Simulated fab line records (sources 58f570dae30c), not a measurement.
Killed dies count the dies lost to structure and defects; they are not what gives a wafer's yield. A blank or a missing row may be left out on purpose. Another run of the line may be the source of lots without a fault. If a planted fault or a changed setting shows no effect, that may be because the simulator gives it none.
Which tool was responsible? | flow berkeleyCmos170 | 15 lots with 45 wafers sampled at 2 steps, on a route of 331 steps

WHAT THE GAUGES SHOWED, per wafer
UCB170_ACTIVE_THK_MEAS_03.
lot  | measured    | on           | ACTIVE_OXIDE_THK (nm)
L618 | day 3 21:22 | filmMetro-03 | 25.7 25.8 25.8
L619 | day 4 04:24 | filmMetro-04 | 26.9 26.3 26.7
L620 | day 4 12:34 | filmMetro-01 | 27.2 27.6 27.5
L622 | day 4 17:45 | filmMetro-03 | 26.5 26.8 26.1
L623 | day 5 09:47 | filmMetro-04 | 26.3 25.7 26.1
L625 | day 5 14:30 | filmMetro-01 | 26.3 26.5 26.4
L626 | day 5 14:31 | filmMetro-04 | 27.0 27.5 27.2
L627 | day 5 22:36 | filmMetro-03 | 25.8 25.6 25.6
L628 | day 6 05:47 | filmMetro-03 | 27.0 26.6 26.8
L631 | day 6 17:14 | filmMetro-04 | 26.5 26.2 26.6
L633 | day 7 03:15 | filmMetro-04 | 26.5 26.7 26.4
L634 | day 7 22:24 | filmMetro-01 | 26.5 26.6 27.0
L635 | day 7 22:28 | filmMetro-01 | 26.9 27.0 27.2
L636 | day 7 22:23 | filmMetro-03 | 26.5 26.2 26.5
L640 | day 8 20:05 | filmMetro-04 | 26.4 26.1 26.2

WHAT TOOL EACH LOT RAN ON (gives the tool, then ch and the chambers of the sampled wafers, and finally the start)
lot  | UCB170_ZERO_ETCH_06
L618 | rieDiel-01 ch 1,2, day 1 22:55
L619 | rieDiel-03 ch 0,1, day 2 04:35
L620 | rieDiel-04 ch 1,2, day 2 10:43
L622 | rieDiel-01 ch 2,3, day 2 20:16
L623 | rieDiel-01 ch 1,2, day 3 02:10
L625 | rieDiel-03 ch 0,1,2, day 3 11:37
L626 | rieDiel-04 ch 1,2,3, day 3 16:02
L627 | rieDiel-01 ch 1,2,3, day 3 21:28
L628 | rieDiel-04 ch 0,1,3, day 4 01:10
L631 | rieDiel-03 ch 0,1,3, day 4 15:06
L633 | rieDiel-04 ch 0,1,2, day 5 00:36
L634 | rieDiel-03 ch 0,3, day 5 04:46
L635 | rieDiel-03 ch 1,3, day 5 13:59
L636 | rieDiel-04 ch 0,1,3, day 5 19:31
L640 | rieDiel-04 ch 0,1,2, day 6 13:59
- UCB170_ZERO_ETCH_06: etches SiO2 in CHF3/CF4/Ar, time 12 s.

WHAT THE TOOLS THEMSELVES READ (means of the sampled wafers that have a number; where no wafer has one, the mark that the record gives instead)
UCB170_ZERO_ETCH_06.
lot  | tool       | drypumpMotorCurrentA (A) | oesProductAu (a.u.) | throttleValvePct (%)
L618 | rieDiel-01 | 5.8                      | 0.621               | 9.42
L619 | rieDiel-03 | 5.5                      | 0.625               | 9.15
L620 | rieDiel-04 | 5.2                      | 0.626               | 9.27
L622 | rieDiel-01 | 6.1                      | 0.622               | 9.31
L623 | rieDiel-01 | 5.8                      | 0.623               | 9.42
L625 | rieDiel-03 | 5.5                      | 0.622               | 9.31
L626 | rieDiel-04 | 5.4                      | 0.619               | 9.18
L627 | rieDiel-01 | 6.1                      | 0.629               | 9.39
L628 | rieDiel-04 | 5.5                      | 0.616               | 9.16
L631 | rieDiel-03 | 5.4                      | 0.622               | 9.27
L633 | rieDiel-04 | 5.6                      | 0.620               | 9.27
L634 | rieDiel-03 | 5.3                      | 0.613               | 9.36
L635 | rieDiel-03 | 5.2                      | 0.619               | 9.26
L636 | rieDiel-04 | 5.5                      | 0.620               | 9.16
L640 | rieDiel-04 | 5.6                      | 0.624               | 9.26

THE ANSWER, worked out from the rows above alone
Rule: the usual values come from the lots themselves. The widest of any qualifying gaps counts: lots, ordered by their means at a reading, are off when they make up no more than a third of the lots, leave a main group of 4 or more, and stand apart from it by 3 or more times the standard deviation of that group's means. A main group is skipped when, at the precision printed for the reading in the tables above, its means are all equal. Also off: a lot with no number at a reading for which 4 or more lots have one. Any other lot the step has rows for is counted as sound. The gauges are gone through in route order, then the tools' own readings, and for those a lot's mean is taken as printed above. At the first step where some lot is off, the reading lying furthest off is the one used; lots without a number count as furthest.
Nothing can be told from this: no lot is off at any reading shown.

WHAT THE SIMULATOR HAD INSERTED
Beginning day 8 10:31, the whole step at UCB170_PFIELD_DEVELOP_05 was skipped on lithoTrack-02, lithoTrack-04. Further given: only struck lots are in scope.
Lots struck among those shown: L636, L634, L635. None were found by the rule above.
